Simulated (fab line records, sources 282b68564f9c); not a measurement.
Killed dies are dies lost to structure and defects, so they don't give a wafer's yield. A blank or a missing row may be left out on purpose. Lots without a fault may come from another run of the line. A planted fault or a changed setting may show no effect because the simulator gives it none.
Which tool did it? | flow rit_cmos | 15 lots, 45 wafers sampled, at 5 steps of a route of 202

WHAT THE GAUGES READ, wafer by wafer
RIT_PWELL_OVL_MEAS_06. Usual: PWELL_OVL 0.4 nm, standard deviation 1.6.
lot  | measured    | on         | PWELL_OVL (nm) | flag
L200 | day 2 00:10 | overlay-02 | -0.3 -0.1 -0.9 |
L201 | day 2 06:03 | overlay-02 | -0.9 -3.4 -1.9 |
L202 | day 2 11:39 | overlay-01 | 2.1 0.0 -0.3   |
L203 | day 2 14:35 | overlay-02 | 3.6 3.3 3.0    |
L204 | day 2 20:24 | overlay-02 | 1.9 3.2 2.7    |
L205 | day 3 01:43 | overlay-02 | 0.0 2.2 1.4    |
L206 | day 3 06:08 | overlay-01 | 0.1 1.2 0.2    |
L207 | day 3 09:40 | overlay-01 | -1.2 -0.4 -1.5 |
L210 | day 4 01:24 | overlay-01 | 3.0 1.4 2.0    |
L213 | day 4 15:50 | overlay-02 | 3.1 2.6 2.6    |
L216 | day 5 08:18 | overlay-01 | 4.2 2.1 0.9    |
L218 | day 5 18:30 | overlay-02 | -1.6 -1.3 -1.7 |
L219 | day 5 22:02 | overlay-01 | 0.6 1.2 0.4    |
L221 | day 6 07:02 | overlay-01 | 1.1 0.7 1.0    |
L223 | day 6 17:31 | overlay-01 | -0.1 1.1 1.1   |

RIT_PLDD_OVL_MEAS_06. Usual: PLDD_OVL 0.3 nm, standard deviation 1.2.
lot  | measured    | on         | PLDD_OVL (nm) | flag
L200 | day 3 00:05 | overlay-02 | 0.0 1.2 0.3   |
L201 | day 3 05:52 | overlay-02 | -0.4 0.3 -0.4 |
L202 | day 3 09:28 | overlay-02 | 1.1 -0.4 1.1  |
L203 | day 3 11:53 | overlay-01 | -1.8 0.5 0.0  |
L204 | day 3 19:45 | overlay-01 | - - - - - -   | OFF
L205 | day 4 00:17 | overlay-01 | 1.2 -0.8 -0.5 |
L206 | day 4 03:08 | overlay-01 | - - - - - -   | OFF
L207 | day 4 06:49 | overlay-02 | 0.1 1.8 0.2   |
L210 | day 5 01:11 | overlay-02 | - - - - - -   | OFF
L213 | day 5 15:01 | overlay-01 | 0.3 -0.2 -0.8 |
L216 | day 6 07:04 | overlay-02 | 0.2 1.5 2.8   |
L218 | day 6 17:11 | overlay-02 | -1.9 0.6 -0.3 |
L219 | day 6 20:45 | overlay-01 | 1.0 1.6 1.2   |
L221 | day 7 05:51 | overlay-01 | 2.6 0.2 2.3   |
L223 | day 7 15:32 | overlay-02 | 2.2 1.6 0.0   |

RIT_NSD_TW_MEAS_10. Usual: NSD_TW 3134, standard deviation 21.
lot  | measured    | on            | NSD_TW         | flag
L200 | day 3 04:31 | film_metro-04 | 3109 3126 3110 |
L201 | day 3 10:24 | film_metro-03 | 3156 3162 3169 |
L202 | day 3 14:44 | film_metro-04 | 3125 3122 3118 |
L203 | day 3 16:26 | film_metro-01 | 3079 3086 3090 |
L205 | day 4 04:56 | film_metro-04 | 3148 3130 3133 |
L207 | day 4 11:22 | film_metro-01 | 3119 3152 3132 |
L213 | day 5 19:34 | film_metro-04 | 3125 3128 3127 |
L216 | day 6 12:48 | film_metro-04 | 3160 3151 3166 |
L218 | day 6 22:43 | film_metro-04 | 3118 3160 3133 |
L219 | day 7 02:16 | film_metro-03 | 3126 3153 3155 |
L221 | day 7 10:35 | film_metro-04 | 3144 3118 3143 |
L223 | day 7 20:07 | film_metro-03 | 3138 3148 3151 |

WHICH TOOL RAN EACH LOT (tool, then ch and the chambers of the sampled wafers, then the start)
lot  | RIT_GATE_STRIP_20                   | RIT_PLDD_EXPOSE_03
L200 | plasma_asher-04 ch 0,1, day 2 16:20 | iline_stepper-01 ch 0, day 2 23:41
L201 | plasma_asher-04 ch 1, day 2 23:49   | iline_stepper-02 ch 0, day 3 05:16
L202 | plasma_asher-01 ch 0,1, day 3 02:41 | iline_stepper-01 ch 0, day 3 09:05
L203 | plasma_asher-01 ch 0,1, day 3 05:41 | iline_stepper-02 ch 0, day 3 11:29
L204 | plasma_asher-03 ch 0,1, day 3 12:48 | iline_stepper-02 ch 0, day 3 19:22
L205 | plasma_asher-01 ch 0,1, day 3 18:13 | iline_stepper-01 ch 0, day 3 23:47
L206 | plasma_asher-04 ch 0,1, day 3 21:14 | iline_stepper-02 ch 0, day 4 02:47
L207 | plasma_asher-03 ch 0,1, day 4 01:10 | iline_stepper-01 ch 0, day 4 06:27
L210 | plasma_asher-04 ch 0,1, day 4 18:32 | iline_stepper-02 ch 0, day 5 00:47
L213 | plasma_asher-01 ch 0,1, day 5 08:26 | iline_stepper-01 ch 0, day 5 14:37
L216 | plasma_asher-01 ch 0,1, day 6 00:33 | iline_stepper-01 ch 0, day 6 06:42
L218 | plasma_asher-04 ch 0,1, day 6 11:04 | iline_stepper-01 ch 0, day 6 16:48
L219 | plasma_asher-04 ch 0,1, day 6 14:08 | iline_stepper-01 ch 0, day 6 20:22
L221 | plasma_asher-03 ch 0,1, day 7 00:00 | iline_stepper-01 ch 0, day 7 05:29
L223 | plasma_asher-01 ch 0,1, day 7 09:52 | iline_stepper-01 ch 0, day 7 15:08
- RIT_GATE_STRIP_20: strips in O2, time 180 s.
- RIT_PLDD_EXPOSE_03: exposes mask M8, target cd 40900 nm.

WHAT THE TOOLS THEMSELVES READ (means of the sampled wafers that have a number; where no wafer has one, the mark that the record gives instead)
RIT_GATE_STRIP_20. Usual: drypump_motor_current_A 5.8 A, standard deviation 0.45.
lot  | tool            | drypump_motor_current_A (A) | flag
L200 | plasma_asher-04 | 5.7                         |
L201 | plasma_asher-04 | 5.5                         |
L202 | plasma_asher-01 | 5.9                         |
L203 | plasma_asher-01 | 5.4                         |
L204 | plasma_asher-03 | 5.8                         |
L205 | plasma_asher-01 | 5.5                         |
L206 | plasma_asher-04 | 5.7                         |
L207 | plasma_asher-03 | 5.9                         |
L210 | plasma_asher-04 | 6.0                         |
L213 | plasma_asher-01 | 5.4                         |
L216 | plasma_asher-01 | 5.5                         |
L218 | plasma_asher-04 | 5.7                         |
L219 | plasma_asher-04 | 5.7                         |
L221 | plasma_asher-03 | 5.8                         |
L223 | plasma_asher-01 | 5.8                         |

RIT_PLDD_EXPOSE_03. Usual: exposure_dose_mJ_cm2 250.06, standard deviation 0.23.
lot  | tool             | exposure_dose_mJ_cm2 | flag
L200 | iline_stepper-01 | 249.66               |
L201 | iline_stepper-02 | 249.91               |
L202 | iline_stepper-01 | 250.08               |
L203 | iline_stepper-02 | 250.19               |
L204 | iline_stepper-02 | 250.13               |
L205 | iline_stepper-01 | 250.00               |
L206 | iline_stepper-02 | 249.94               |
L207 | iline_stepper-01 | 249.98               |
L210 | iline_stepper-02 | 250.26               |
L213 | iline_stepper-01 | 250.26               |
L216 | iline_stepper-01 | 250.01               |
L218 | iline_stepper-01 | 250.00               |
L219 | iline_stepper-01 | 249.98               |
L221 | iline_stepper-01 | 249.89               |
L223 | iline_stepper-01 | 250.22               |

THE ANSWER, worked out from the rows above alone
Rule: a lot is off if the mean of its wafers that have a number lies more than 3 standard deviations from the usual mean. A lot without any number at a reading at which 4 lots or more have one is off too. The other lots that the step has rows for count as sound. The gauges are gone through in route order, then the tools' own readings, and for those a lot's mean is taken as printed above. The first step at which some lot is off is used, and at that step the reading that is off furthest; a lot without a number counts as furthest.
Off: L204, L206, L210, at RIT_PLDD_OVL_MEAS_06 (PLDD_OVL). Without a number there: L204, L206, L210.
A tool fits if, at a process step before that reading, it ran every lot that is off, and no sound lot after the first of them. The gauges at RIT_PLDD_OVL_MEAS_06 are tried like those tools. One fits: iline_stepper-02 at RIT_PLDD_EXPOSE_03. Its last sound lot is L203 (day 3 11:29), its first lot that is off L204 (day 3 19:22): a fault that began between those two fits.

WHAT THE SIMULATOR HAD PUT IN
Scanner matching overlay: iline_stepper-02, from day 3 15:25 on, at RIT_PLDD_EXPOSE_03. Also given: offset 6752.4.
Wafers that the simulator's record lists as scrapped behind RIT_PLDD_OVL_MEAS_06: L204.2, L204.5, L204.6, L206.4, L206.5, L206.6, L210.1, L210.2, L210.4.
Lots struck among those shown: L204, L206, L210. The rule above found the same.
